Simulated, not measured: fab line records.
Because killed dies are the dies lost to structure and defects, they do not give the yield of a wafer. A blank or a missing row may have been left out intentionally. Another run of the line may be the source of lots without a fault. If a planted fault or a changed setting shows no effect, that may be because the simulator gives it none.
2 desks, one fault -- flow rit-cmos -- each desk has only its own numbers; what lay behind them comes last
Where a reading is given only as a bound, like >300, the bound stands for it, and a mean or a difference that rests on one is marked > or <: the true number lies beyond.

== FOR THE TOOL OWNER'S DESK: pvd-sputter-04 ==
The tool's own readings at RIT_SILICIDE_SPUTTER_01 (material Ti, target thk 30 nm, time 240 s): means of the sampled wafers that have a number, for each lot that ran on this tool. Any lot whose mean is over 4 standard deviations away from the usual mean is out of limits and marked OUT; that distance is given in the brackets.
Columns: A = cathode-dc-power-W at RIT_SILICIDE_SPUTTER_01, usual 350.00 W; B = chamber-pressure-pa at RIT_SILICIDE_SPUTTER_01, usual 0.6670 Pa; C = substrate-temp-c at RIT_SILICIDE_SPUTTER_01, usual 25.01 C; D = throttle-valve-pct at RIT_SILICIDE_SPUTTER_01, usual 30.7 %
lot,first seen here,A,B,C,D
L749,day 3 15:47,350.06,0.6657,25.17,30.7
L751,day 4 02:31,350.02,0.6670,24.93,29.5
L753,day 4 10:32,350.02,0.6688,25.08,31.2
L754,day 4 20:05,350.01,0.6656,24.94,31.2
L757,day 5 12:07,350.03,0.6666,25.00,29.4
L770,day 7 21:27,350.00,0.6668,24.91,29.7
This desk found nothing out of limits on any of the 6 lots.

== THE METROLOGY DESK ==
What the gauges read, lot by lot, whatever tool the lot ran on: means of the sampled wafers that have a number. Any lot whose mean is over 4 standard deviations away from the usual mean is out of limits and marked OUT; that distance is given in the brackets.
Columns: A = NLDD_TW at RIT_NLDD_TW_MEAS_10, usual 2500; B = SILICIDE_TI_RS at RIT_SILICIDE_RS_MEAS_02, usual 48.2 ohm/sq; C = SILICIDE_TI_THK at RIT_SILICIDE_THK_MEAS_03, usual 29.8 nm; D = M1_AL_RS at RIT_M1_RS_MEAS_01, usual 0.0763 ohm/sq
lot,first seen here,A,B,C,D
L748,day 3 03:14,2483,48.1,29.8,0.0771
L749,day 3 07:44,2533,48.0,30.0,0.0751
L750,day 3 11:11,2486,49.4,29.3,0.0760
L751,day 3 18:30,2484,48.0,30.0,0.0765
L752,day 3 20:47,2526,48.4,29.8,0.0759
L753,day 4 02:16,2505,47.6,30.2,0.0766
L755,day 4 10:02,2514,49.4,29.2,0.0759
L754,day 4 10:20,2505,48.1,29.7,0.0760
L757,day 5 02:36,2478,47.4,30.4,0.0759
L762,day 5 22:01,2476,47.9,29.9,0.0774
L767,day 7 00:59,2509,-,<0.0 (<-76) OUT,-
L768,day 7 03:40,2496,-,<0.0 (<-76) OUT,-
L770,day 7 13:17,2514,48.0,29.8,0.0767
L771,day 7 19:14,2519,49.1,29.4,0.0766
This desk reports L767, L768 out of limits; the earliest was L767 at day 7 09:23 (SILICIDE_TI_THK at RIT_SILICIDE_THK_MEAS_03). In limits: L748, L749, L750, L751, L752, L753, L755, L754, L757, L762, L770, L771.

== TAKEN TOGETHER ==
An alarm was possible from the metrology desk at day 7 09:23, on L767, L768.
The tool owner's desk saw nothing out of limits.
The tool owner's desk has no number on record for L767, L768.
Every lot named ran RIT_SILICIDE_SPUTTER_01 on pvd-sputter-04.

== WHAT WAS PUT IN BY THE SIMULATOR ==
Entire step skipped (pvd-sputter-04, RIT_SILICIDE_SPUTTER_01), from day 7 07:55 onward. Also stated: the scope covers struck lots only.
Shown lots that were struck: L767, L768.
Hours from the fault's start to each desk's first reading out of limits: the metrology desk, 1.
